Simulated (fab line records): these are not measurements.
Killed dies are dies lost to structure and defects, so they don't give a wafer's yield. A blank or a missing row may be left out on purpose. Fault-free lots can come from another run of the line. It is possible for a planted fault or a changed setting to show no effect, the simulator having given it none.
Which tool is to blame? + flow berkeleyCmos170 + 14 lots with 42 wafers sampled at 5 steps, on a route of 331 steps

## WHAT EACH GAUGE READ, for each wafer
UCB170_NWELL_TW_MEAS_16. Usual: for NWELL_TW the level is 1236 and the standard deviation is 15.
| lot  | measured    | on           | NWELL_TW       | flag |
|------|-------------|--------------|----------------|------|
| L268 | day 2 10:01 | filmMetro-01 | 1220 1226 1228 |      |
| L269 | day 2 19:09 | filmMetro-03 | 1253 1247 1246 |      |
| L271 | day 3 10:29 | filmMetro-01 | 1229 1219 1209 |      |
| L275 | day 3 21:41 | filmMetro-03 | 1255 1251 1258 |      |
| L277 | day 4 10:49 | filmMetro-03 | 1255 1246 1251 |      |
| L280 | day 4 23:17 | filmMetro-01 | 1218 1216 1225 |      |
| L282 | day 5 08:45 | filmMetro-03 | 1249 1250 1249 |      |
| L283 | day 5 18:25 | filmMetro-03 | 1251 1252 1251 |      |
| L286 | day 6 06:31 | filmMetro-01 | 1227 1222 1226 |      |
| L287 | day 6 19:39 | filmMetro-02 | 1260 1257 1258 |      |
| L288 | day 6 19:59 | filmMetro-01 | 1225 1228 1229 |      |
| L289 | day 7 09:21 | filmMetro-01 | 1222 1230 1224 |      |
| L290 | day 7 09:32 | filmMetro-02 | 1248 1247 1252 |      |
| L291 | day 7 17:38 | filmMetro-01 | 1235 1230 1223 |      |

UCB170_M1_RS_MEAS_01: uses a four-point probe to measure. Usual: for M1_AL_RS the level is 0.0486 ohm/sq and the standard deviation is 0.00057.
| lot  | measured     | on           | M1_AL_RS (ohm/sq)    | flag |
|------|--------------|--------------|----------------------|------|
| L268 | day 8 10:17  | filmMetro-03 | 0.0480 0.0484 0.0481 |      |
| L269 | day 8 20:01  | filmMetro-04 | 0.0497 0.0486 0.0477 |      |
| L271 | day 9 02:57  | filmMetro-04 | 0.0489 0.0485 0.0495 |      |
| L275 | day 9 12:55  | filmMetro-03 | 0.0498 0.0489 0.0482 |      |
| L277 | day 10 00:01 | filmMetro-02 | 0.0487 0.0488 0.0491 |      |
| L280 | day 10 11:32 | filmMetro-02 | 0.0481 0.0484 0.0487 |      |
| L282 | day 11 01:24 | filmMetro-02 | 0.0489 0.0483 0.0486 |      |
| L283 | day 11 03:21 | filmMetro-03 | 0.0484 0.0488 0.0490 |      |
| L286 | day 12 01:08 | filmMetro-03 | 0.0490 0.0501 0.0495 |      |
| L287 | day 12 01:50 | filmMetro-04 | 0.0490 0.0482 0.0485 |      |
| L288 | day 12 01:52 | filmMetro-03 | 0.0492 0.0493 0.0488 |      |
| L289 | day 12 21:24 | filmMetro-04 | 0.0487 0.0481 0.0483 |      |
| L290 | day 12 21:41 | filmMetro-03 | 0.0481 0.0491 0.0481 |      |
| L291 | day 13 15:20 | filmMetro-03 | 0.0500 0.0488 0.0496 |      |

UCB170_M1_THK_MEAS_02: measures by xrf. Usual: for M1_AL_THK the level is 593 nm and the standard deviation is 7.
| lot  | measured     | on           | M1_AL_THK (nm) | flag |
|------|--------------|--------------|----------------|------|
| L268 | day 8 10:24  | filmMetro-03 | 595 592 597    |      |
| L269 | day 8 20:07  | filmMetro-04 | 578 588 599    |      |
| L271 | day 9 03:04  | filmMetro-04 | 587 595 582    |      |
| L275 | day 9 13:02  | filmMetro-03 | 583 596 598    |      |
| L277 | day 10 00:07 | filmMetro-02 | 591 589 589    |      |
| L280 | day 10 11:39 | filmMetro-02 | 598 594 591    |      |
| L282 | day 11 01:31 | filmMetro-02 | 591 598 592    |      |
| L283 | day 11 03:28 | filmMetro-03 | 593 589 587    |      |
| L286 | day 12 01:15 | filmMetro-03 | 588 578 586    |      |
| L287 | day 12 01:57 | filmMetro-04 | 586 597 594    |      |
| L288 | day 12 01:59 | filmMetro-03 | 588 590 594    |      |
| L289 | day 12 21:31 | filmMetro-04 | 591 596 598    |      |
| L290 | day 12 21:48 | filmMetro-03 | 601 587 601    |      |
| L291 | day 13 15:28 | filmMetro-03 | 581 591 584    |      |

## EACH LOT AND THE TOOL THAT RAN IT (in order: tool; ch and the chambers of the sampled wafers; start)
| lot  | UCB170_NLDD_COAT_01              | UCB170_NLDD_STRIP_10                |
|------|----------------------------------|-------------------------------------|
| L268 | lithoTrack-03 ch 0, day 7 19:07  | plasmaAsher-04 ch 0,1, day 7 20:40  |
| L269 | lithoTrack-01 ch 0, day 7 23:27  | plasmaAsher-04 ch 0,1, day 8 00:34  |
| L271 | lithoTrack-03 ch 0, day 8 05:02  | plasmaAsher-04 ch 0,1, day 8 06:21  |
| L275 | lithoTrack-04 ch 0, day 8 17:23  | plasmaAsher-04 ch 0, day 8 19:37    |
| L277 | lithoTrack-03 ch 0, day 9 05:42  | plasmaAsher-03 ch 0,1, day 9 06:49  |
| L280 | lithoTrack-03 ch 0, day 9 16:49  | plasmaAsher-03 ch 0,1, day 9 18:29  |
| L282 | lithoTrack-04 ch 0, day 10 06:05 | plasmaAsher-01 ch 0,1, day 10 07:43 |
| L283 | lithoTrack-01 ch 0, day 10 06:43 | plasmaAsher-01 ch 0,1, day 10 07:59 |
| L286 | lithoTrack-01 ch 0, day 11 04:51 | plasmaAsher-03 ch 0,1, day 11 06:31 |
| L287 | lithoTrack-01 ch 0, day 11 05:20 | plasmaAsher-04 ch 0,1, day 11 07:04 |
| L288 | lithoTrack-01 ch 0, day 11 05:47 | plasmaAsher-03 ch 0,1, day 11 07:22 |
| L289 | lithoTrack-01 ch 0, day 12 02:43 | plasmaAsher-03 ch 0,1, day 12 04:09 |
| L290 | lithoTrack-03 ch 0, day 12 03:05 | plasmaAsher-04 ch 0,1, day 12 04:23 |
| L291 | lithoTrack-01 ch 0, day 12 15:58 | plasmaAsher-03 ch 0,1, day 12 17:56 |
- UCB170_NLDD_COAT_01: resist thk 900 nm.
- UCB170_NLDD_STRIP_10: strips in O2.

## WHAT THE TOOLS THEMSELVES READ (means of the sampled wafers that have a number; where no wafer has one, the mark that the record gives instead)
UCB170_NLDD_COAT_01. Usual: exhaustPa at 45.2 Pa, with a standard deviation of 0.95.
| lot  | tool          | exhaustPa (Pa) | flag |
|------|---------------|----------------|------|
| L268 | lithoTrack-03 | 44.3           |      |
| L269 | lithoTrack-01 | 44.4           |      |
| L271 | lithoTrack-03 | 45.8           |      |
| L275 | lithoTrack-04 | 45.5           |      |
| L277 | lithoTrack-03 | 45.4           |      |
| L280 | lithoTrack-03 | 43.8           |      |
| L282 | lithoTrack-04 | 44.5           |      |
| L283 | lithoTrack-01 | 44.6           |      |
| L286 | lithoTrack-01 | 44.6           |      |
| L287 | lithoTrack-01 | 46.3           |      |
| L288 | lithoTrack-01 | 45.4           |      |
| L289 | lithoTrack-01 | 45.4           |      |
| L290 | lithoTrack-03 | 45.2           |      |
| L291 | lithoTrack-01 | 45.7           |      |

UCB170_NLDD_STRIP_10. Usual: drypumpMotorCurrentA 5.6 A, standard deviation 0.37; oesProductAu 0.734 a.u., standard deviation 0.0045; stripTimeToEndpointS 21.62 s, standard deviation 0.071.
| lot  | tool           | drypumpMotorCurrentA (A) | oesProductAu (a.u.) | stripTimeToEndpointS (s) | flag |
|------|----------------|--------------------------|---------------------|--------------------------|------|
| L268 | plasmaAsher-04 | 5.2                      | 0.731               | 21.57                    |      |
| L269 | plasmaAsher-04 | 5.2                      | 0.735               | 21.69                    |      |
| L271 | plasmaAsher-04 | 5.1                      | 0.730               | 21.59                    |      |
| L275 | plasmaAsher-04 | 5.1                      | 0.731               | 21.62                    |      |
| L277 | plasmaAsher-03 | 6.0                      | 0.732               | 22.40                    | OFF  |
| L280 | plasmaAsher-03 | 6.0                      | 0.733               | 22.38                    | OFF  |
| L282 | plasmaAsher-01 | 5.3                      | 0.736               | 21.68                    |      |
| L283 | plasmaAsher-01 | 5.3                      | 0.737               | 21.69                    |      |
| L286 | plasmaAsher-03 | 6.0                      | 0.737               | 21.68                    |      |
| L287 | plasmaAsher-04 | 5.2                      | 0.734               | 21.64                    |      |
| L288 | plasmaAsher-03 | 6.0                      | 0.732               | 21.68                    |      |
| L289 | plasmaAsher-03 | 5.9                      | 0.732               | 21.68                    |      |
| L290 | plasmaAsher-04 | 5.1                      | 0.734               | 21.56                    |      |
| L291 | plasmaAsher-03 | 6.0                      | 0.730               | 21.60                    |      |

## THE ANSWER, worked out from the rows above alone
Rule: lot off if the mean of its wafers having a number is beyond 3 standard deviations from the usual mean. A lot without any number at a reading at which 4 lots or more have one is off too. Any other lot the step has rows for is counted as sound. Order of review: gauges by route order, followed by the tools' own readings, for which a lot's mean as printed above is used. The first step at which some lot is off is used, and at that step the reading that is off furthest; a lot without a number counts as furthest.
Off at UCB170_NLDD_STRIP_10 (stripTimeToEndpointS): L277, L280.
A tool fits if, at that step or a process step before it, it ran every lot that is off, and no sound lot after the first of them. None of those tried fits.

## WHAT THE SIMULATOR HAD PUT IN
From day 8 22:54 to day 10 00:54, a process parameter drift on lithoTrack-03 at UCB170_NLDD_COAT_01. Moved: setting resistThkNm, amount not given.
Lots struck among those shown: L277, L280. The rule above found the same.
